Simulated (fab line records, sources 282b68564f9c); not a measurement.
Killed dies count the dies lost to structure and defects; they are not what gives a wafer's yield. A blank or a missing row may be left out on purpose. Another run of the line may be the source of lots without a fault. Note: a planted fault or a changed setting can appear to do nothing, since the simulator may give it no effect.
fab line records / flow rit_cmos
[record] lots = 14 wafers = 42 last_day = 7
route steps=202 shown PWELL@47
lots that met no fault: from a run of the same line without faults
start_h: hours from the record's opening day to when the first of the lot's shown wafers began / wait_h: hours elapsed since this lot's preceding step / " as in the row above / L1.1+2: a single row standing in for several wafers / - no value present, or no start provided / * or withheld: withheld / < > ~ a bound
route shown NAME@n: a module of which the file shows steps, and the number in the route of the first / usual: average and standard deviation across the fault-free wafers / same: alike in all rows / chamber/n: place in a boat / sites: the reading at each site / _std_site: the values' standard deviation / _edge_site: outer sites' mean less inner sites' / radius_mm: how far each site lies from the wafer's centre / mask NAME#n: copy n / behind: the tool/chamber that last shaped the wafer / hold: cause of the lot's hold/its duration in hours/its outcome / device: the transistor (n, p or np) that didn't switch / end of line: tests of these same wafers at the route's end / a step without rows: its recipe alone / killed: the dies lost at the first sort to structure and to defects; this is not the yield of the wafer / map: the dies of a wafer, with x for killed, . for not killed, _ for no die there
set.NAME: the setting the step ran with; set.NAME@STEP: the setting that earlier step ran with / model.NAME: the simulator's own value behind a step, which no gauge read
the route's steps for a sample of lots (tables are steps, rows are wafers)
services: the hour from which a tool's chamber was out of use, counted from the record's first day as start_h (under 0 if before that day), plus the number of hours and why
[[steps]]
[step RIT_PWELL_IMPLANT_08]
[recipe] species = B energy_kev = 170 dose_cm2 = 7.12e+13 tilt_deg = 7
[usual] beam_energy_keV = 170.00/0.059 beam_on_s = 10.01/0.21
lot.wafer=L708.1 tool=implanter-02 chamber=0 start_h=36.22 wait_h=0.2 beam_energy_keV=169.91 beam_on_s=9.81
lot.wafer=L708.2 tool=implanter-02 chamber=0 start_h=36.22 wait_h=0.2 beam_energy_keV=170.02 beam_on_s=9.80
lot.wafer=L708.5 tool=implanter-02 chamber=0 start_h=36.22 wait_h=0.2 beam_energy_keV=170.10 beam_on_s=9.94
lot.wafer=L710.1 tool=implanter-02 chamber=0 start_h=44.64 wait_h=0.2 beam_energy_keV=170.09 beam_on_s=10.15
lot.wafer=L710.2 tool=implanter-02 chamber=0 start_h=44.64 wait_h=0.2 beam_energy_keV=170.09 beam_on_s=10.22
lot.wafer=L710.6 tool=implanter-02 chamber=0 start_h=44.64 wait_h=0.2 beam_energy_keV=170.07 beam_on_s=10.28
lot.wafer=L711.1 tool=implanter-03 chamber=0 start_h=52.13 wait_h=0.2 beam_energy_keV=170.02 beam_on_s=10.35
lot.wafer=L711.5 tool=implanter-03 chamber=0 start_h=52.13 wait_h=0.2 beam_energy_keV=170.02 beam_on_s=9.62
lot.wafer=L711.6 tool=implanter-03 chamber=0 start_h=52.13 wait_h=0.2 beam_energy_keV=170.01 beam_on_s=10.29
lot.wafer=L712.1 tool=implanter-02 chamber=0 start_h=54.84 wait_h=0.2 beam_energy_keV=170.01 beam_on_s=10.05
lot.wafer=L712.3 tool=implanter-02 chamber=0 start_h=54.84 wait_h=0.2 beam_energy_keV=169.97 beam_on_s=9.66
lot.wafer=L712.6 tool=implanter-02 chamber=0 start_h=54.84 wait_h=0.2 beam_energy_keV=170.01 beam_on_s=10.10
lot.wafer=L714.2 tool=implanter-03 chamber=0 start_h=65.27 wait_h=0.2 beam_energy_keV=169.96 beam_on_s=10.06
lot.wafer=L714.4 tool=implanter-03 chamber=0 start_h=65.27 wait_h=0.2 beam_energy_keV=170.04 beam_on_s=9.76
lot.wafer=L714.6 tool=implanter-03 chamber=0 start_h=65.27 wait_h=0.2 beam_energy_keV=170.00 beam_on_s=9.95
lot.wafer=L716.2 tool=implanter-02 chamber=0 start_h=73.11 wait_h=0.2 beam_energy_keV=169.99 beam_on_s=9.73
lot.wafer=L716.3 tool=implanter-02 chamber=0 start_h=73.11 wait_h=0.2 beam_energy_keV=170.01 beam_on_s=10.22
lot.wafer=L716.4 tool=implanter-02 chamber=0 start_h=73.11 wait_h=0.2 beam_energy_keV=170.01 beam_on_s=10.27
lot.wafer=L718.4 tool=implanter-02 chamber=0 start_h=84.19 wait_h=0.2 beam_energy_keV=170.01 beam_on_s=9.48
lot.wafer=L718.5 tool=implanter-02 chamber=0 start_h=84.19 wait_h=0.2 beam_energy_keV=169.99 beam_on_s=9.66
lot.wafer=L718.6 tool=implanter-02 chamber=0 start_h=84.19 wait_h=0.2 beam_energy_keV=169.97 beam_on_s=10.07
lot.wafer=L719.1 tool=implanter-03 chamber=0 start_h=89.13 wait_h=0.2 beam_energy_keV=170.04 beam_on_s=9.85
lot.wafer=L719.2 tool=implanter-03 chamber=0 start_h=89.13 wait_h=0.2 beam_energy_keV=170.01 beam_on_s=10.22
lot.wafer=L719.4 tool=implanter-03 chamber=0 start_h=89.13 wait_h=0.2 beam_energy_keV=170.07 beam_on_s=10.02
lot.wafer=L720.1 tool=implanter-02 chamber=0 start_h=92.42 wait_h=0.2 beam_energy_keV=169.97 beam_on_s=9.91
lot.wafer=L720.4 tool=implanter-02 chamber=0 start_h=92.42 wait_h=0.2 beam_energy_keV=170.09 beam_on_s=9.54
lot.wafer=L720.6 tool=implanter-02 chamber=0 start_h=92.42 wait_h=0.2 beam_energy_keV=170.02 beam_on_s=10.33
lot.wafer=L722.1 tool=implanter-02 chamber=0 start_h=104.31 wait_h=0.2 beam_energy_keV=118.94 beam_on_s=9.86
lot.wafer=L722.2 tool=implanter-02 chamber=0 start_h=104.31 wait_h=0.2 beam_energy_keV=119.05 beam_on_s=10.41
lot.wafer=L722.5 tool=implanter-02 chamber=0 start_h=104.31 wait_h=0.2 beam_energy_keV=118.97 beam_on_s=10.05
lot.wafer=L723.1 tool=implanter-02 chamber=0 start_h=108.76 wait_h=0.2 beam_energy_keV=119.01 beam_on_s=9.87
lot.wafer=L723.4 tool=implanter-02 chamber=0 start_h=108.76 wait_h=0.2 beam_energy_keV=119.00 beam_on_s=10.09
lot.wafer=L723.6 tool=implanter-02 chamber=0 start_h=108.76 wait_h=0.2 beam_energy_keV=118.90 beam_on_s=10.04
lot.wafer=L725.3 tool=implanter-03 chamber=0 start_h=119.53 wait_h=0.2 beam_energy_keV=170.05 beam_on_s=9.97
lot.wafer=L725.4 tool=implanter-03 chamber=0 start_h=119.53 wait_h=0.2 beam_energy_keV=170.08 beam_on_s=9.77
lot.wafer=L725.5 tool=implanter-03 chamber=0 start_h=119.53 wait_h=0.2 beam_energy_keV=170.03 beam_on_s=9.66
lot.wafer=L727.1 tool=implanter-03 chamber=0 start_h=128.89 wait_h=0.2 beam_energy_keV=170.06 beam_on_s=10.16
lot.wafer=L727.2 tool=implanter-03 chamber=0 start_h=128.89 wait_h=0.2 beam_energy_keV=169.90 beam_on_s=9.81
lot.wafer=L727.5 tool=implanter-03 chamber=0 start_h=128.89 wait_h=0.2 beam_energy_keV=169.99 beam_on_s=10.04
lot.wafer=L728.2 tool=implanter-01 chamber=0 start_h=132.80 wait_h=0.2 beam_energy_keV=170.11 beam_on_s=10.21
lot.wafer=L728.4 tool=implanter-01 chamber=0 start_h=132.80 wait_h=0.2 beam_energy_keV=170.09 beam_on_s=9.99
lot.wafer=L728.6 tool=implanter-01 chamber=0 start_h=132.80 wait_h=0.2 beam_energy_keV=170.07 beam_on_s=9.95
[step RIT_WELLDRIVE_RS_MEAS_02]
[recipe] thk_meas_gauge = four-point-probe
[usual] PWELL_RS = 424.4/1.1
lot.wafer=L708.1 tool=film_metro-01 chamber=- start_h=42.68 wait_h=0.1 PWELL_RS[ohm/sq]=421.6
lot.wafer=L708.2 tool=film_metro-01 chamber=- start_h=42.68 wait_h=0.1 PWELL_RS[ohm/sq]=423.3
lot.wafer=L708.5 tool=film_metro-01 chamber=- start_h=42.68 wait_h=0.1 PWELL_RS[ohm/sq]=421.8
lot.wafer=L710.1 tool=film_metro-01 chamber=- start_h=50.41 wait_h=0.1 PWELL_RS[ohm/sq]=424.0
lot.wafer=L710.2 tool=film_metro-01 chamber=- start_h=50.41 wait_h=0.1 PWELL_RS[ohm/sq]=423.4
lot.wafer=L710.6 tool=film_metro-01 chamber=- start_h=50.41 wait_h=0.1 PWELL_RS[ohm/sq]=424.6
lot.wafer=L711.1 tool=film_metro-03 chamber=- start_h=57.72 wait_h=0.1 PWELL_RS[ohm/sq]=424.7
lot.wafer=L711.5 tool=film_metro-03 chamber=- start_h=57.72 wait_h=0.1 PWELL_RS[ohm/sq]=423.7
lot.wafer=L711.6 tool=film_metro-03 chamber=- start_h=57.72 wait_h=0.1 PWELL_RS[ohm/sq]=423.8
lot.wafer=L712.1 tool=film_metro-03 chamber=- start_h=60.70 wait_h=0.1 PWELL_RS[ohm/sq]=425.4
lot.wafer=L712.3 tool=film_metro-03 chamber=- start_h=60.70 wait_h=0.1 PWELL_RS[ohm/sq]=424.9
lot.wafer=L712.6 tool=film_metro-03 chamber=- start_h=60.70 wait_h=0.1 PWELL_RS[ohm/sq]=424.3
lot.wafer=L714.2 tool=film_metro-03 chamber=- start_h=71.10 wait_h=0.1 PWELL_RS[ohm/sq]=425.1
lot.wafer=L714.4 tool=film_metro-03 chamber=- start_h=71.10 wait_h=0.1 PWELL_RS[ohm/sq]=423.6
lot.wafer=L714.6 tool=film_metro-03 chamber=- start_h=71.10 wait_h=0.1 PWELL_RS[ohm/sq]=424.6
lot.wafer=L716.2 tool=film_metro-01 chamber=- start_h=79.63 wait_h=0.1 PWELL_RS[ohm/sq]=425.7
lot.wafer=L716.3 tool=film_metro-01 chamber=- start_h=79.63 wait_h=0.1 PWELL_RS[ohm/sq]=424.6
lot.wafer=L716.4 tool=film_metro-01 chamber=- start_h=79.63 wait_h=0.1 PWELL_RS[ohm/sq]=425.4
lot.wafer=L718.4 tool=film_metro-04 chamber=- start_h=90.08 wait_h=0.1 PWELL_RS[ohm/sq]=426.1
lot.wafer=L718.5 tool=film_metro-04 chamber=- start_h=90.08 wait_h=0.1 PWELL_RS[ohm/sq]=425.5
lot.wafer=L718.6 tool=film_metro-04 chamber=- start_h=90.08 wait_h=0.1 PWELL_RS[ohm/sq]=424.7
lot.wafer=L719.1 tool=film_metro-01 chamber=- start_h=94.72 wait_h=0.1 PWELL_RS[ohm/sq]=425.1
lot.wafer=L719.2 tool=film_metro-01 chamber=- start_h=94.72 wait_h=0.1 PWELL_RS[ohm/sq]=424.2
lot.wafer=L719.4 tool=film_metro-01 chamber=- start_h=94.72 wait_h=0.1 PWELL_RS[ohm/sq]=425.6
lot.wafer=L720.1 tool=film_metro-03 chamber=- start_h=98.01 wait_h=0.1 PWELL_RS[ohm/sq]=423.7
lot.wafer=L720.4 tool=film_metro-03 chamber=- start_h=98.01 wait_h=0.1 PWELL_RS[ohm/sq]=422.6
lot.wafer=L720.6 tool=film_metro-03 chamber=- start_h=98.01 wait_h=0.1 PWELL_RS[ohm/sq]=423.0
lot.wafer=L722.1 tool=film_metro-01 chamber=- start_h=109.90 wait_h=0.1 PWELL_RS[ohm/sq]=436.6
lot.wafer=L722.2 tool=film_metro-01 chamber=- start_h=109.90 wait_h=0.1 PWELL_RS[ohm/sq]=435.5
lot.wafer=L722.5 tool=film_metro-01 chamber=- start_h=109.90 wait_h=0.1 PWELL_RS[ohm/sq]=438.9
lot.wafer=L723.1 tool=film_metro-01 chamber=- start_h=114.98 wait_h=0.1 PWELL_RS[ohm/sq]=437.1
lot.wafer=L723.4 tool=film_metro-01 chamber=- start_h=114.98 wait_h=0.1 PWELL_RS[ohm/sq]=436.7
lot.wafer=L723.6 tool=film_metro-01 chamber=- start_h=114.98 wait_h=0.1 PWELL_RS[ohm/sq]=437.2
lot.wafer=L725.3 tool=film_metro-03 chamber=- start_h=125.42 wait_h=0.1 PWELL_RS[ohm/sq]=424.4
lot.wafer=L725.4 tool=film_metro-03 chamber=- start_h=125.42 wait_h=0.1 PWELL_RS[ohm/sq]=424.2
lot.wafer=L725.5 tool=film_metro-03 chamber=- start_h=125.42 wait_h=0.1 PWELL_RS[ohm/sq]=425.2
lot.wafer=L727.1 tool=film_metro-04 chamber=- start_h=134.48 wait_h=0.1 PWELL_RS[ohm/sq]=424.3
lot.wafer=L727.2 tool=film_metro-04 chamber=- start_h=134.48 wait_h=0.1 PWELL_RS[ohm/sq]=424.6
lot.wafer=L727.5 tool=film_metro-04 chamber=- start_h=134.48 wait_h=0.1 PWELL_RS[ohm/sq]=424.4
lot.wafer=L728.2 tool=film_metro-03 chamber=- start_h=139.75 wait_h=0.1 PWELL_RS[ohm/sq]=424.5
lot.wafer=L728.4 tool=film_metro-03 chamber=- start_h=139.75 wait_h=0.1 PWELL_RS[ohm/sq]=425.0
lot.wafer=L728.6 tool=film_metro-03 chamber=- start_h=139.75 wait_h=0.1 PWELL_RS[ohm/sq]=426.6
[[services]]
tool=implanter-02 chamber=- start_h=75.30 hours=3.0 kind=pm
[[key]]
[first_sign] step = RIT_PWELL_IMPLANT_08 reading = beam_energy_keV direction = down sigmas = 99+ usual = 170.00 struck = 118.98
[effect] step = RIT_WELLDRIVE_RS_MEAS_02 reading = PWELL_RS direction = up sigmas = 11 usual = 424.4 struck = 437.0
met_at RIT_PWELL_IMPLANT_08
struck_lots L722,L723
tester_left_out L722,L723
onset_between 92.42 104.31
[fault] kind = process_parameter_drift tool = implanter-02 chamber = - onset_h = 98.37 steps = RIT_PWELL_IMPLANT_08 channel = energy_kev offset = -51 shape = step end_h = 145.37 acts_in = these_recipes_only stated = 170
// tester_left_out: of these lots the tester's yield and bins aren't shown, on N5 and GAA mostly nor the transistor test; their killed dies are dies lost to structure and defects alone, not to doping, threshold or leakage, so they don't give the yield
